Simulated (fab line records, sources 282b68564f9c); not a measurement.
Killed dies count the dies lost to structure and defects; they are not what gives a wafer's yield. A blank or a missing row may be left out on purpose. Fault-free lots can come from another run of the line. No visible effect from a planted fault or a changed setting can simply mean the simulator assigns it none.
fab line records	flow rit-cmos
record lots=14	wafers=42	last-day=7
route steps=202 shown ACTIVE@1 NWELL@34 PRETRO@73 M1@202
lots untouched by any fault: they come from a run of this same line in which no faults occurred
start-h: hours from the record's first day to the start of the lot's first wafer shown	wait-h: how many hours have passed since the lot's step before this one	" unchanged from the row above	L1.1+2: a single row standing in for several wafers	- value missing, or start not given	* or withheld: withheld	< > ~ a bound
route shown NAME@n: a module of which the file shows steps, and the number in the route of the first	usual: mean/standard deviation of fault-free wafers	same: alike in all rows	chamber/n: place in a boat	sites: the reading at each site	_std_site: how widely they spread, as a standard deviation	_edge_site: outer sites' mean less inner sites'	radius-mm: for every site, how far away it sits from the centre of the wafer	mask NAME#n: copy n	behind: the last tool/chamber to shape the wafer	hold: reason for holding the lot/hours on hold/outcome of the hold	device: transistor that didn't switch, given as n, p or np	end of line: the tests these same wafers got at the end of their route	a step given without rows: its recipe and nothing more	killed: count of dies lost to structure and defects at first sort (not the wafer's yield)	map: a wafer's dies, marking killed ones x, the rest . and places with no die _
set.NAME: setting as actually run; set.NAME@STEP: the setting as run at that earlier step	model.NAME: the simulator's own value behind a step, which no gauge read
the route's steps for a sample of lots (tables are steps, rows are wafers)
services: the hour from which a tool's chamber was out of use, counted from the record's first day as start-h (under 0 if before that day), plus the number of hours and why
## steps
# step RIT_ACTIVE_BOW_MEAS_00
# recipe mode=bow
# usual INCOMING_BOW=0/6.2
lot.wafer	tool	chamber	start-h	wait-h	INCOMING_BOW[um]
L660.2	film-metro-01	-	10.02	-	-2
L660.4	"	-	"	"	-5
L660.6	"	-	"	"	-5
L661.1	film-metro-01	-	15.00	-	6
L661.2	"	-	"	"	1
L661.3	"	-	"	"	2
L663.1	film-metro-02	-	25.00	-	-3
L663.2	"	-	"	"	-5
L663.5	"	-	"	"	-4
L664.3	film-metro-02	-	30.04	-	5
L664.4	"	-	"	"	2
L664.5	"	-	"	"	-8
L665.4	film-metro-03	-	35.06	-	-11
L665.5	"	-	"	"	5
L665.6	"	-	"	"	0
L666.2	film-metro-03	-	40.02	-	-12
L666.3	"	-	"	"	3
L666.6	"	-	"	"	13
L667.1	film-metro-01	-	45.00	-	3
L667.2	"	-	"	"	-4
L667.6	"	-	"	"	3
L668.3	film-metro-03	-	50.04	-	0
L668.5	"	-	"	"	4
L668.6	"	-	"	"	3
L669.1	film-metro-01	-	55.00	-	11
L669.2	"	-	"	"	-4
L669.6	"	-	"	"	5
L672.1	film-metro-02	-	70.00	-	5
L672.4	"	-	"	"	6
L672.6	"	-	"	"	-7
L677.3	film-metro-02	-	95.04	-	-14
L677.5	"	-	"	"	-1
L677.6	"	-	"	"	-5
L679.1	film-metro-01	-	105.00	-	-2
L679.2	"	-	"	"	-4
L679.3	"	-	"	"	-4
L681.1	film-metro-03	-	115.00	-	-2
L681.3	"	-	"	"	6
L681.4	"	-	"	"	1
L682.1	film-metro-02	-	120.00	-	-3
L682.3	"	-	"	"	8
L682.5	"	-	"	"	0
# step RIT_ACTIVE_ETCH_13
# recipe stop-on=SiO2	chemistry=SF6	target=Si3N4	time-s=210	over-etch-frac=0.4	SF6_flow_sccm=200	pressure-mtorr=260	rf-w=125	target-depth-a=2100
# usual drypump-motor-current-A=5.7/0.41	oes-product-au=0.824/0.012	rf-fwd-power-W=124.6/0.36	run-length-s=238.3/0.53	throttle-valve-pct=7.54/0.14
lot.wafer	tool	chamber	start-h	wait-h	drypump-motor-current-A	oes-product-au	rf-fwd-power-W	rf-hours-counter-h	run-length-s	throttle-valve-pct
L660.2	rie-diel-01	0	14.86	0.1	6.0	0.831	124.8	128	237.7	7.43
L660.4	"	2	"	"	5.8	0.816	124.3	17	237.9	7.61
L660.6	"	3	"	"	5.2	0.820	124.5	-	238.6	7.71
L661.1	rie-diel-01	1	21.12	0.1	5.7	0.821	124.2	89	238.8	7.39
L661.2	"	2	"	"	5.8	0.825	124.4	17	238.2	7.64
L661.3	"	3	"	"	5.3	0.827	124.1	5	238.6	7.71
L663.1	rie-diel-01	1	30.79	0.1	5.7	0.808	124.1	89	238.3	7.39
L663.2	"	3	"	"	5.2	0.818	124.7	6	238.4	7.71
L663.5	"	2	"	"	5.8	0.807	125.1	-	237.6	7.63
L664.3	rie-diel-03	2	36.33	0.1	5.6	0.821	123.6	54	237.9	7.29
L664.4	"	1	"	"	5.9	0.844	124.8	90	237.9	7.49
L664.5	"	0	"	"	5.1	0.827	124.8	-	239.0	7.72
L665.4	rie-diel-03	2	40.64	0.1	5.6	0.816	124.5	55	238.1	7.30
L665.5	"	0	"	"	5.2	0.829	124.7	-	238.7	7.72
L665.6	"	3	"	"	6.3	0.831	124.7	-	238.1	7.46
L666.2	rie-diel-03	1	44.74	0.1	5.8	0.847	124.7	90	237.9	7.49
L666.3	"	3	"	"	6.3	0.837	124.2	159	238.1	7.46
L666.6	"	0	"	"	5.2	0.822	124.7	-	238.8	7.72
L667.1	rie-diel-02	3	49.71	0.1	5.4	0.819	124.0	14	238.6	7.65
L667.2	"	2	"	"	6.2	0.818	124.6	37	237.6	7.45
L667.6	"	1	"	"	6.5	0.821	124.0	-	238.9	7.68
L668.3	rie-diel-03	1	55.15	0.1	5.9	0.838	124.8	90	237.9	7.49
L668.5	"	0	"	"	5.1	0.821	124.5	-	238.7	7.73
L668.6	"	1	"	"	5.9	0.832	124.0	-	237.5	7.48
L669.1	rie-diel-01	2	59.71	0.1	5.8	0.819	124.6	17	237.9	7.62
L669.2	"	3	"	"	5.2	0.816	124.9	6	238.4	7.70
L669.6	"	1	"	"	5.7	0.798	124.5	-	238.6	7.39
L672.1	rie-diel-03	3	74.71	0.1	6.3	0.837	124.9	160	238.5	7.47
L672.4	"	0	"	"	5.2	0.826	125.2	65	239.0	7.72
L672.6	"	1	"	"	5.9	0.946	-	-	216.3	7.50
L677.3	rie-diel-03	2	99.95	0.1	5.6	0.810	125.0	56	238.1	7.31
L677.5	"	0	"	"	5.2	0.822	124.1	-	239.0	7.71
L677.6	"	1	"	"	5.9	0.931	-	-	216.0	7.48
L679.1	rie-diel-01	2	109.71	0.1	5.9	0.817	123.8	19	237.7	7.64
L679.2	"	0	"	"	6.0	0.825	124.6	130	237.9	7.42
L679.3	"	3	"	"	5.2	0.813	125.0	7	238.6	7.69
L681.1	rie-diel-02	3	119.71	0.1	5.4	0.825	124.5	15	238.5	7.64
L681.3	"	2	"	"	6.2	0.813	124.7	39	237.8	7.46
L681.4	"	3	"	"	5.4	0.832	124.4	-	238.2	7.67
L682.1	rie-diel-02	3	124.79	0.1	5.4	0.817	125.0	16	238.4	7.67
L682.3	"	0	"	"	5.4	0.843	124.8	3	239.5	7.64
L682.5	"	0	"	"	5.4	0.842	124.7	-	239.1	7.65
# step RIT_NWELL_OVL_MEAS_06
# usual NWELL_OVL=0.4/1.3
lot.wafer	tool	chamber	start-h	wait-h	NWELL_OVL[nm]
L660.2	overlay-01	-	29.49	-	2.5
L660.4	"	-	"	"	0.9
L660.6	"	-	"	"	-0.1
L661.1	overlay-01	-	30.88	-	-0.2
L661.2	"	-	"	"	-0.1
L661.3	"	-	"	"	-0.4
L663.1	overlay-01	-	37.03	-	-0.8
L663.2	"	-	"	"	3.3
L663.5	"	-	"	"	1.6
L664.3	overlay-01	-	41.83	-	0.8
L664.4	"	-	"	"	-0.8
L664.5	"	-	"	"	-1.5
L665.4	overlay-02	-	46.83	-	0.6
L665.5	"	-	"	"	0.8
L665.6	"	-	"	"	1.9
L666.2	overlay-02	-	50.91	-	1.9
L666.3	"	-	"	"	2.0
L666.6	"	-	"	"	2.0
L667.1	overlay-01	-	55.13	-	0.1
L667.2	"	-	"	"	0.2
L667.6	"	-	"	"	-0.4
L668.3	overlay-02	-	60.58	-	-1.0
L668.5	"	-	"	"	1.4
L668.6	"	-	"	"	0.3
L669.1	overlay-02	-	65.32	-	0.4
L669.2	"	-	"	"	-0.8
L669.6	"	-	"	"	-1.0
L672.1	overlay-02	-	80.26	-	2.8
L672.4	"	-	"	"	0.2
L672.6	"	-	"	"	-1.0
L677.3	overlay-02	-	105.52	-	-2.1
L677.5	"	-	"	"	1.0
L677.6	"	-	"	"	0.0
L679.1	overlay-01	-	115.31	-	-0.7
L679.2	"	-	"	"	0.3
L679.3	"	-	"	"	1.6
L681.1	overlay-02	-	125.19	-	1.6
L681.3	"	-	"	"	0.7
L681.4	"	-	"	"	2.9
L682.1	overlay-01	-	130.23	-	1.7
L682.3	"	-	"	"	3.1
L682.5	"	-	"	"	1.3
# step RIT_PRETRO_STRIP_09
# recipe chemistry=O2	time-s=180	resist=NOVOLAK	platen-temp-c=withheld	power-w=500	pressure-mtorr=4000	o2-flow-sccm=4000
# usual drypump-motor-current-A=5.9/0.37
lot.wafer	tool	chamber	start-h	wait-h	drypump-motor-current-A	rf-hours-counter-h
L660.2	plasma-asher-01	0	40.25	0.1	5.4	40
L660.4	"	1	"	"	5.5	-
L660.6	"	1	"	"	5.5	-
L661.1	plasma-asher-01	0	42.33	0.1	5.4	40
L661.2	"	1	"	"	5.5	40
L661.3	"	0	"	"	5.4	-
L663.1	plasma-asher-02	1	47.69	0.1	6.3	38
L663.2	"	0	"	"	6.3	38
L663.5	"	1	"	"	6.3	-
L664.3	plasma-asher-03	1	52.91	0.1	5.6	-
L664.4	"	0	"	"	5.7	-
L664.5	"	0	"	"	5.7	-
L665.4	plasma-asher-03	0	57.85	0.1	5.7	-
L665.5	"	0	"	"	5.7	-
L665.6	"	1	"	"	5.7	-
L666.2	plasma-asher-01	1	62.99	0.1	5.5	43
L666.3	"	1	"	"	5.5	-
L666.6	"	0	"	"	5.4	-
L667.1	plasma-asher-02	0	65.72	0.1	6.4	40
L667.2	"	1	"	"	6.3	40
L667.6	"	1	"	"	6.3	-
L668.3	plasma-asher-03	1	71.39	0.1	5.7	-
L668.5	"	0	"	"	5.7	-
L668.6	"	1	"	"	5.7	-
L669.1	plasma-asher-03	0	76.27	0.1	5.7	28
L669.2	"	1	"	"	5.7	28
L669.6	"	1	"	"	5.7	-
L672.1	plasma-asher-01	1	91.95	0.1	5.5	46
L672.4	"	0	"	"	5.4	-
L672.6	"	0	"	"	5.5	-
L677.3	plasma-asher-02	0	116.11	0.1	6.4	-
L677.5	"	0	"	"	6.4	-
L677.6	"	1	"	"	6.3	-
L679.1	plasma-asher-03	0	126.34	0.1	5.7	35
L679.2	"	1	"	"	5.7	35
L679.3	"	0	"	"	5.7	-
L681.1	plasma-asher-02	1	136.56	0.1	6.3	49
L681.3	"	0	"	"	6.4	-
L681.4	"	1	"	"	6.4	-
L682.1	plasma-asher-03	1	141.59	0.1	5.6	37
L682.3	"	0	"	"	5.7	-
L682.5	"	0	"	"	5.7	-
# step RIT_M1_PROBE_99
# usual killed_at_M0_to_M3=0.0/0.083	killed-at-contacts=0.0/0.22	killed-at-front-end=7/3.2	killed-dies=7/3.2	killed-on-rim=1.7/1.3	killed-open=3.2/2.1	killed-short=3.5/2.2
# same gross-dies=264	killed_at_M4_up=0	killed-at-back-side=0	killed-at-other=0
lot.wafer	tool	chamber	start-h	wait-h	killed_at_M0_to_M3	killed-at-contacts	killed-at-front-end	killed-dies	killed-on-rim	killed-open	killed-short
L660.2	prober-02	-	66.19	0.1	0	0	12	12	4	10	2
L660.4	prober-02	-	66.29	0.2	0	0	8	8	1	4	4
L660.6	prober-02	-	66.39	0.2	0	0	10	10	3	4	6
L661.1	prober-01	-	68.67	0.1	0	0	10	10	5	8	2
L661.2	prober-01	-	68.72	0.1	0	0	0	0	0	0	0
L661.3	prober-01	-	68.77	0.2	0	0	5	5	0	4	1
L663.1	prober-01	-	74.26	0.1	0	0	8	8	2	2	6
L663.2	prober-01	-	74.31	0.1	1	0	7	8	4	3	5
L663.5	prober-01	-	74.46	0.2	0	0	8	8	3	2	6
L664.3	prober-02	-	78.48	0.2	0	0	6	6	1	4	2
L664.4	prober-02	-	78.53	0.2	0	0	10	10	3	2	8
L664.5	prober-02	-	78.58	0.2	0	0	5	5	2	2	3
L665.4	prober-01	-	85.10	0.2	0	0	4	4	2	3	1
L665.5	prober-01	-	85.15	0.2	0	0	7	7	0	2	5
L665.6	prober-01	-	85.20	0.2	0	0	5	5	0	2	3
L666.2	prober-02	-	87.74	0.1	0	0	7	7	1	3	4
L666.3	prober-02	-	87.79	0.2	0	0	4	4	0	1	3
L666.6	prober-02	-	87.94	0.2	0	0	7	7	2	3	4
L667.1	prober-01	-	91.67	0.1	0	0	3	3	0	2	1
L667.2	prober-01	-	91.72	0.1	0	1	7	8	1	4	4
L667.6	prober-01	-	91.92	0.2	0	0	4	4	0	3	1
L668.3	prober-02	-	97.72	0.2	0	0	6	6	3	5	1
L668.5	prober-02	-	97.82	0.2	0	0	5	5	1	4	1
L668.6	prober-02	-	97.87	0.2	0	0	7	7	2	4	3
L669.1	prober-01	-	101.30	0.1	0	0	9	9	1	3	6
L669.2	prober-01	-	101.35	0.1	0	0	4	4	3	2	2
L669.6	prober-01	-	101.55	0.2	0	0	9	9	3	3	6
L672.1	prober-02	-	117.52	0.1	0	0	5	5	3	2	3
L672.4	prober-02	-	117.67	0.2	0	0	4	4	1	3	1
L672.6	prober-02	-	117.77	0.2	0	0	5	5	1	2	3
L677.3	prober-01	-	141.32	0.2	0	0	5	5	3	4	1
L677.5	prober-01	-	141.42	0.2	0	1	7	8	2	4	4
L677.6	prober-01	-	141.47	0.2	0	0	9	9	3	1	8
L679.1	prober-01	-	153.67	0.1	0	0	9	9	2	5	4
L679.2	prober-01	-	153.72	0.1	0	0	8	8	1	4	4
L679.3	prober-01	-	153.77	0.2	0	0	7	7	2	1	5
L681.1	prober-01	-	162.40	0.1	0	0	5	5	0	3	2
L681.3	prober-01	-	162.50	0.2	0	0	6	6	1	4	2
L681.4	prober-01	-	162.55	0.2	0	0	3	3	1	2	1
L682.1	prober-02	-	166.81	0.1	0	0	1	1	0	1	0
L682.3	prober-02	-	166.91	0.2	0	0	10	10	2	8	2
L682.5	prober-02	-	167.01	0.2	0	0	2	2	0	0	2
# killed by level:class
L660.2 GATE:geometric-particle:open=3 REOX:geometric-particle:open=2 SPACER:geometric-particle:open=2 SILICIDE:geometric-particle:short=2 SILICIDE:geometric-particle:open=2 FOX1:geometric-particle:open=1
L660.4 GATE:geometric-particle:short=3 GATE:geometric-particle:open=3 FOX1:geometric-particle:short=1 SPACER:geometric-particle:open=1
L660.6 GATE:geometric-particle:open=4 GATE:geometric-particle:short=4 FOX1:geometric-particle:short=1 REOX:geometric-particle:short=1
L661.1 GATE:geometric-particle:open=5 SPACER:geometric-particle:open=2 GATE:geometric-particle:short=1 SPACER:geometric-particle:short=1 SILICIDE:geometric-particle:open=1
L661.2
L661.3 GATE:geometric-particle:open=2 FOX2:geometric-particle:open=1 GATE:geometric-particle:short=1 REOX:geometric-particle:open=1
L663.1 SILICIDE:geometric-particle:short=3 GATE:geometric-particle:short=2 FOX1:geometric-particle:short=1 FOX1:geometric-particle:open=1 GATE:geometric-particle:open=1
L663.2 GATE:geometric-particle:short=2 SPACER:geometric-particle:short=2 FOX1:geometric-particle:open=1 GATE:geometric-particle:open=1 M1:geometric-particle:open=1 SILICIDE:geometric-particle:short=1
L663.5 GATE:geometric-particle:short=2 SPACER:geometric-particle:short=2 SILICIDE:geometric-particle:short=2 FOX2:geometric-particle:open=1 SPACER:geometric-particle:open=1
L664.3 GATE:geometric-particle:open=4 GATE:geometric-particle:short=1 SPACER:geometric-particle:short=1
L664.4 GATE:geometric-particle:short=5 SPACER:geometric-particle:short=3 FOX1:geometric-particle:open=1 SPACER:geometric-particle:open=1
L664.5 GATE:geometric-particle:short=2 FOX2:geometric-particle:short=1 GATE:geometric-particle:open=1 SPACER:geometric-particle:open=1
L665.4 GATE:geometric-particle:open=2 REOX:geometric-particle:open=1 SILICIDE:geometric-particle:short=1
L665.5 FOX1:geometric-particle:short=2 REOX:geometric-particle:short=2 FOX1:geometric-particle:open=1 FOX2:geometric-particle:short=1 GATE:geometric-particle:open=1
L665.6 GATE:geometric-particle:short=2 FOX2:geometric-particle:short=1 GATE:geometric-particle:open=1 REOX:geometric-particle:open=1
L666.2 GATE:geometric-particle:open=2 GATE:geometric-particle:short=2 REOX:geometric-particle:short=1 SILICIDE:geometric-particle:open=1 SILICIDE:geometric-particle:short=1
L666.3 FOX1:geometric-particle:open=1 GATE:geometric-particle:short=1 REOX:geometric-particle:short=1 SILICIDE:geometric-particle:short=1
L666.6 FOX1:geometric-particle:short=1 FOX2:geometric-particle:open=1 GATE:geometric-particle:short=1 GATE:geometric-particle:open=1 REOX:geometric-particle:short=1 SPACER:geometric-particle:short=1 SILICIDE:geometric-particle:open=1
L667.1 REOX:geometric-particle:short=1 REOX:geometric-particle:open=1 SILICIDE:geometric-particle:open=1
L667.2 GATE:geometric-particle:open=2 SILICIDE:geometric-particle:short=2 ACTIVE:geometric-particle:short=1 FOX2:geometric-particle:short=1 REOX:geometric-particle:open=1 CONTACT:geometric-particle:open=1
L667.6 FOX1:geometric-particle:open=1 GATE:geometric-particle:open=1 SILICIDE:geometric-particle:open=1 SILICIDE:geometric-particle:short=1
L668.3 GATE:geometric-particle:open=2 SILICIDE:geometric-particle:open=2 FOX1:geometric-particle:open=1 REOX:geometric-particle:short=1
L668.5 SPACER:geometric-particle:open=2 FOX1:geometric-particle:open=1 GATE:geometric-particle:open=1 REOX:geometric-particle:short=1
L668.6 GATE:geometric-particle:open=3 GATE:geometric-particle:short=2 FOX1:geometric-particle:open=1 REOX:geometric-particle:short=1
L669.1 REOX:geometric-particle:short=3 FOX1:geometric-particle:open=1 GATE:geometric-particle:short=1 SILICIDE:geometric-particle:short=1 REOX:geometric-particle:open=1 SPACER:geometric-particle:short=1 SPACER:geometric-particle:open=1
L669.2 GATE:geometric-particle:short=2 REOX:geometric-particle:open=2
L669.6 SILICIDE:geometric-particle:short=5 GATE:geometric-particle:open=2 GATE:geometric-particle:short=1 REOX:geometric-particle:open=1
L672.1 FOX1:geometric-particle:short=1 GATE:geometric-particle:open=1 REOX:geometric-particle:open=1 SPACER:geometric-particle:short=1 SILICIDE:geometric-particle:short=1
L672.4 GATE:geometric-particle:open=2 GATE:geometric-particle:short=1 SPACER:geometric-particle:open=1
L672.6 SILICIDE:geometric-particle:open=2 GATE:geometric-particle:short=1 REOX:geometric-particle:short=1 SILICIDE:geometric-particle:short=1
L677.3 FOX1:geometric-particle:open=1 FOX2:geometric-particle:open=1 GATE:geometric-particle:open=1 REOX:geometric-particle:open=1 REOX:geometric-particle:short=1
L677.5 GATE:geometric-particle:open=2 GATE:geometric-particle:short=2 FOX2:geometric-particle:open=1 SPACER:geometric-particle:short=1 SILICIDE:geometric-particle:short=1 CONTACT:geometric-particle:open=1
L677.6 SILICIDE:geometric-particle:short=4 FOX1:geometric-particle:short=2 GATE:geometric-particle:open=1 REOX:geometric-particle:short=1 SPACER:geometric-particle:short=1
L679.1 FOX1:geometric-particle:open=4 SPACER:geometric-particle:short=2 GATE:geometric-particle:open=1 GATE:geometric-particle:short=1 SILICIDE:geometric-particle:short=1
L679.2 FOX1:geometric-particle:open=2 REOX:geometric-particle:short=2 ACTIVE:geometric-particle:short=1 GATE:geometric-particle:open=1 REOX:geometric-particle:open=1 SPACER:geometric-particle:short=1
L679.3 FOX1:geometric-particle:short=2 GATE:geometric-particle:short=2 GATE:geometric-particle:open=1 SPACER:geometric-particle:short=1 PRETRO:coat-microbubble-printed=1
L681.1 GATE:geometric-particle:short=2 FOX1:geometric-particle:open=1 FOX2:geometric-particle:open=1 GATE:geometric-particle:open=1
L681.3 FOX2:geometric-particle:open=2 GATE:geometric-particle:open=1 SPACER:geometric-particle:short=1 SPACER:geometric-particle:open=1 SILICIDE:geometric-particle:short=1
L681.4 FOX2:geometric-particle:open=2 SPACER:geometric-particle:short=1
L682.1 GATE:geometric-particle:open=1
L682.3 GATE:geometric-particle:open=5 SILICIDE:geometric-particle:open=2 FOX1:geometric-particle:short=1 GATE:geometric-particle:short=1 SPACER:geometric-particle:open=1
L682.5 GATE:geometric-particle:short=1 SILICIDE:geometric-particle:short=1
## services
tool	chamber	start-h	hours	kind
rie-diel-02	0	6.49	13.9	repair
rie-diel-02	3	19.39	16.6	repair
plasma-asher-01	-	21.02	1.2	repair
rie-diel-02	2	45.77	2.4	repair
rie-diel-03	3	99.23	-	clean
rie-diel-03	3	99.23	21.1	scheduled-down
rie-diel-03	3	99.23	21.1	vent-cycle
rie-diel-02	3	103.63	6.0	repair
plasma-asher-01	-	106.44	15.6	pm
rie-diel-03	3	129.09	17.9	repair
plasma-asher-01	-	131.99	10.1	repair
## key
first-sign step=RIT_ACTIVE_ETCH_13	reading=run-length-s	direction=down	sigmas=41	usual=*	struck=*
effect step=RIT_ACTIVE_ETCH_13	reading=oes-product-au	direction=up	sigmas=9.6	usual=0.824	struck=0.939
met-at RIT_ACTIVE_ETCH_13
struck-lots L672,L677
struck-wafers L672.6,L677.6
tester-left-out L672,L677
not-acting-at RIT_ACTIVE_BOW_MEAS_00,RIT_NWELL_OVL_MEAS_06,RIT_PRETRO_STRIP_09
onset-between 55.15 74.71
fault kind=process-parameter-drift	tool=rie-diel-03	chamber=1	onset-h=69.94	steps=RIT_ACTIVE_ETCH_13	channel=time-s	offset=*	shape=step	end-h=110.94	acts-in=*	stated=*
# tester-left-out: of these lots the tester's yield and bins aren't shown, on N5 and GAA mostly nor the transistor test; their killed dies are dies lost to structure and defects alone, not to doping, threshold or leakage, so they don't give the yield
